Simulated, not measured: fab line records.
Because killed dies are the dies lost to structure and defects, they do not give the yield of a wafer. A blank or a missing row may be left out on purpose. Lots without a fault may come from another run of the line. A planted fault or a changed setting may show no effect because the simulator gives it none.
Matching of chambers + flow berkeleyCmos170 + pecvd-02 running UCB170_SPACER_CVD_00: 3 sister chambers
The step deposits SiO2 from TEOS/O2, target thk 376 nm, time 47 s. 6 wafers are shown with their chamber, then 7 later ones without.

EACH WAFER AND ITS CHAMBER
| wafer  | chamber | heaterPowerW (W) |
|--------|---------|------------------|
| L857.5 | 2       | 245              |
| L861.1 | 2       | 265              |
| L861.4 | 0       | 419              |
| L861.5 | 1       | 306              |
| L867.2 | 1       | 242              |
| L867.3 | 0       | 438              |

WAFERS WHOSE CHAMBER IS MISSING
| wafer  | heaterPowerW (W) |
|--------|------------------|
| L867.5 | 439              |
| L874.2 | 364              |
| L874.5 | 257              |
| L874.6 | 384              |
| L876.1 | 212              |
| L876.2 | 284              |
| L876.4 | 235              |

THE CHAMBER EACH PASSED THROUGH
| wafer  | from the rows above          | in truth |
|--------|------------------------------|----------|
| L867.5 | 0                            | 0        |
| L874.2 | can't be placed: 0 or 1 or 2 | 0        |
| L874.5 | can't be placed: 2 or 1      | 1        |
| L874.6 | 0                            | 0        |
| L876.1 | can't be placed: 2 or 1      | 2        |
| L876.2 | can't be placed: 1 or 2      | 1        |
| L876.4 | can't be placed: 2 or 1      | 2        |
2 of 7 placed correctly. From these rows, 5 cannot be placed; in 5 the true chamber is one of the candidates. Wrongly placed: 0.
How it was worked out, from the rows above alone: a wafer's distance from a chamber is the root of the sum, over the readings, of the square of ((its reading less the chamber's mean) divided by the reading's scatter). If the next closest chamber is less than 2 further off than the closest, the wafer can't be placed; otherwise it belongs to the closest. Each chamber's mean is taken over the wafers shown for it. How the scatter is found: for the shown wafers, subtract from each reading the mean of its chamber, square and add these, divide the total by (wafers less chambers), then take the root.
